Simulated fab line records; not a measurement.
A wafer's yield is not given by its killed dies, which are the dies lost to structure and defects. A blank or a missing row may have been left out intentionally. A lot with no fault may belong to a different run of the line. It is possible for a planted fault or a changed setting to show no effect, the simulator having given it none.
Which tool is to blame? :: flow rit_cmos :: 7 lots, 21 wafers sampled, at 3 steps of a route of 202

## WHAT THE GAUGES READ, wafer by wafer
RIT_NLDD_TW_MEAS_10.
lot: L252
measured: day 3 09:52
on: film_metro-02
NLDD_TW: 2474 2475 2465

lot: L255
measured: day 3 23:10
on: film_metro-01
NLDD_TW: 2507 2526 2513

lot: L258
measured: day 4 15:58
on: film_metro-01
NLDD_TW: 30 30 30

lot: L260
measured: day 5 01:34
on: film_metro-04
NLDD_TW: 29 29 29

lot: L268
measured: day 6 13:40
on: film_metro-01
NLDD_TW: 2481 2486 2475

lot: L270
measured: day 7 02:19
on: film_metro-04
NLDD_TW: 2435 2417 2421

lot: L273
measured: day 7 17:26
on: film_metro-01
NLDD_TW: 2482 2481 2493

## TOOL THAT RAN EACH LOT (tool first, then ch and the chambers of the sampled wafers, then the start)
lot: L252
RIT_ACTIVE_STRIP_14: plasma_asher-04 ch 0,1, day 2 00:50
RIT_NLDD_DEVELOP_05: litho_track-03 ch 0, day 3 09:00

lot: L255
RIT_ACTIVE_STRIP_14: plasma_asher-03 ch 0,1, day 2 16:16
RIT_NLDD_DEVELOP_05: litho_track-04 ch 0, day 3 22:00

lot: L258
RIT_ACTIVE_STRIP_14: plasma_asher-02 ch 0,1, day 3 08:32
RIT_NLDD_DEVELOP_05: litho_track-04 ch 0, day 4 15:00

lot: L260
RIT_ACTIVE_STRIP_14: plasma_asher-04 ch 0,1, day 3 17:02
RIT_NLDD_DEVELOP_05: litho_track-04 ch 0, day 5 00:00

lot: L268
RIT_ACTIVE_STRIP_14: plasma_asher-02 ch 0,1, day 5 09:22
RIT_NLDD_DEVELOP_05: litho_track-03 ch 0, day 6 13:00

lot: L270
RIT_ACTIVE_STRIP_14: plasma_asher-04 ch 0,1, day 5 19:07
RIT_NLDD_DEVELOP_05: litho_track-01 ch 0, day 7 01:00

lot: L273
RIT_ACTIVE_STRIP_14: plasma_asher-03 ch 0,1, day 6 10:02
RIT_NLDD_DEVELOP_05: litho_track-04 ch 0, day 7 16:00
- RIT_ACTIVE_STRIP_14: strips in O2, time 180 s.
- RIT_NLDD_DEVELOP_05: develop time 50 s.

## THE ANSWER, worked out from the rows above alone
Rule: usual is defined by the lots themselves. The widest of any qualifying gaps counts: lots, ordered by their means at a reading, are off when they make up no more than a third of the lots, leave a main group of 4 or more, and stand apart from it by 3 or more times the standard deviation of that group's means. The tables above print the reading to a certain number of digits; a main group whose means all agree to those digits is not used. A lot without any number at a reading at which 4 lots or more have one is off too. Any other lot the step has rows for is counted as sound.
Off: L258, L260, seen at RIT_NLDD_TW_MEAS_10 (NLDD_TW). The main group has a mean of 2475 with a standard deviation of 29.
If a tool, at a process step before that reading, ran all the lots that are off and no sound lot after the first of them, it fits. Gauges at RIT_NLDD_TW_MEAS_10: tried the same way as those tools. No candidate that was tried fits.

## WHAT HAD BEEN PUT IN BY THE SIMULATOR
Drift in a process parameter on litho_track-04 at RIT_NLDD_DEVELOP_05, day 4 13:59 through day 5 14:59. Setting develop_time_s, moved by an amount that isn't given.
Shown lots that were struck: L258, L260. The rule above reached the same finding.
